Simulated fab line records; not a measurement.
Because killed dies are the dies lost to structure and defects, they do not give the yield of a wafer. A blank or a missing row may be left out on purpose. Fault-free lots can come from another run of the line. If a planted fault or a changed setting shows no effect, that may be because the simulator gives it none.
Split-lot study | flow berkeley cmos170 | 23 wafers read across 5 lots, on a route 331 steps long

== THE SPLIT ==
At UCB170_PSD_IMPLANT_08, the setting energy kev was moved away from the recipe's 20 on 8 of the 23 wafers read, by -3.7% to -2.4%. For the rest of the wafers, this setting stayed at what the recipe calls for.

The reading is taken at the split's own step.

== THE READING ==
implant.drp nm (the simulator's own value, which no gauge read), in nm, at UCB170_PSD_IMPLANT_08. There is no usual value for it anywhere in the file.

wafer  | tool, chamber at the split | energy kev as run | against the recipe | implant.drp nm, nm | against lot-mates on the recipe
L075.1 | implanter-02, 0            | 19.52             | -2.4%              | 27.86              | -0.48
L075.5 | implanter-02, 0            | 19.52             | -2.4%              | 27.86              | -0.48
L075.6 | implanter-02, 0            | 19.52             | -2.4%              | 27.86              | -0.48
L075.2 | implanter-02, 0            | 20                | recipe             | 28.34              | -
L075.3 | implanter-02, 0            | 20                | recipe             | 28.34              | -
L076.2 | implanter-03, 0            | 20                | recipe             | 28.34              | -
L076.4 | implanter-03, 0            | 20                | recipe             | 28.34              | -
L076.5 | implanter-03, 0            | 20                | recipe             | 28.34              | -
L077.1 | implanter-04, 0            | 19.33             | -3.4%              | 27.67              | -0.67
L077.3 | implanter-04, 0            | 19.33             | -3.4%              | 27.67              | -0.67
L077.2 | implanter-04, 0            | 20                | recipe             | 28.34              | -
L077.4 | implanter-04, 0            | 20                | recipe             | 28.34              | -
L077.6 | implanter-04, 0            | 20                | recipe             | 28.34              | -
L078.1 | implanter-04, 0            | 20                | recipe             | 28.34              | -
L078.2 | implanter-04, 0            | 20                | recipe             | 28.34              | -
L078.3 | implanter-04, 0            | 20                | recipe             | 28.34              | -
L078.5 | implanter-04, 0            | 20                | recipe             | 28.34              | -
L078.6 | implanter-04, 0            | 20                | recipe             | 28.34              | -
L083.1 | implanter-04, 0            | 19.26             | -3.7%              | 27.6               | -0.74
L083.5 | implanter-04, 0            | 19.26             | -3.7%              | 27.6               | -0.74
L083.6 | implanter-04, 0            | 19.26             | -3.7%              | 27.6               | -0.74
L083.2 | implanter-04, 0            | 20                | recipe             | 28.34              | -
L083.4 | implanter-04, 0            | 20                | recipe             | 28.34              | -

FIT RESULTS
A straight line over all 23 wafers: implant.drp nm changes by +0.2 nm for each +1% of energy kev; r = +1.00; the points scatter about the line by 0 nm.
The same after taking each lot's own level away (the mean of its wafers on the recipe; 23 wafers): +0.2 nm for each +1%; r = +1.00; scatter 0 nm.
On that fit, the largest move of energy kev shifts the reading by 0.74 nm.
The lots' own levels span 28.340 to 28.340 nm.
Hence the lot-to-lot level has little effect on the slope; both slopes agree.
Check: -0.74 nm against its lot-mates is what the line predicts for one of the wafers moved furthest among these (-3.7%) when that wafer is left out of the fit. Against them it came out at -0.74 nm.

== THE OTHER SPLITS THESE WAFERS WENT THROUGH ==
Note: prior to the reading, these wafers also went through further splits. Each is held against what the fit with the lots' levels taken away leaves over:
other split on the same wafers    | wafers away from the commonest value | r with implant.drp nm (lot level and that fit taken away)
UCB170_PLDD_COAT_01 resist thk nm | 10                                   | -0.06

== THE WHOLE CHAIN: every reading that the file lists as answering this split, in the file's order ==
step                  | what it does | reading                                                         | change (the file's fit)               | r (the file's)
UCB170_PSD_IMPLANT_08 |              | implant.rp nm (the simulator's own value, which no gauge read)  | +0.654 nm for each +1% of the setting | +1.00
UCB170_PSD_IMPLANT_08 |              | implant.drp nm (the simulator's own value, which no gauge read) | +0.199 nm for each +1% of the setting | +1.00
UCB170_PSD_STRIP_09   | strips in O2 | strip time to endpoint s                                        | withheld for each +1% of the setting  | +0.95

== FILE'S OWN FIT ==
implant.drp nm changes by +0.199 nm for each +1% of energy kev, r = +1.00.
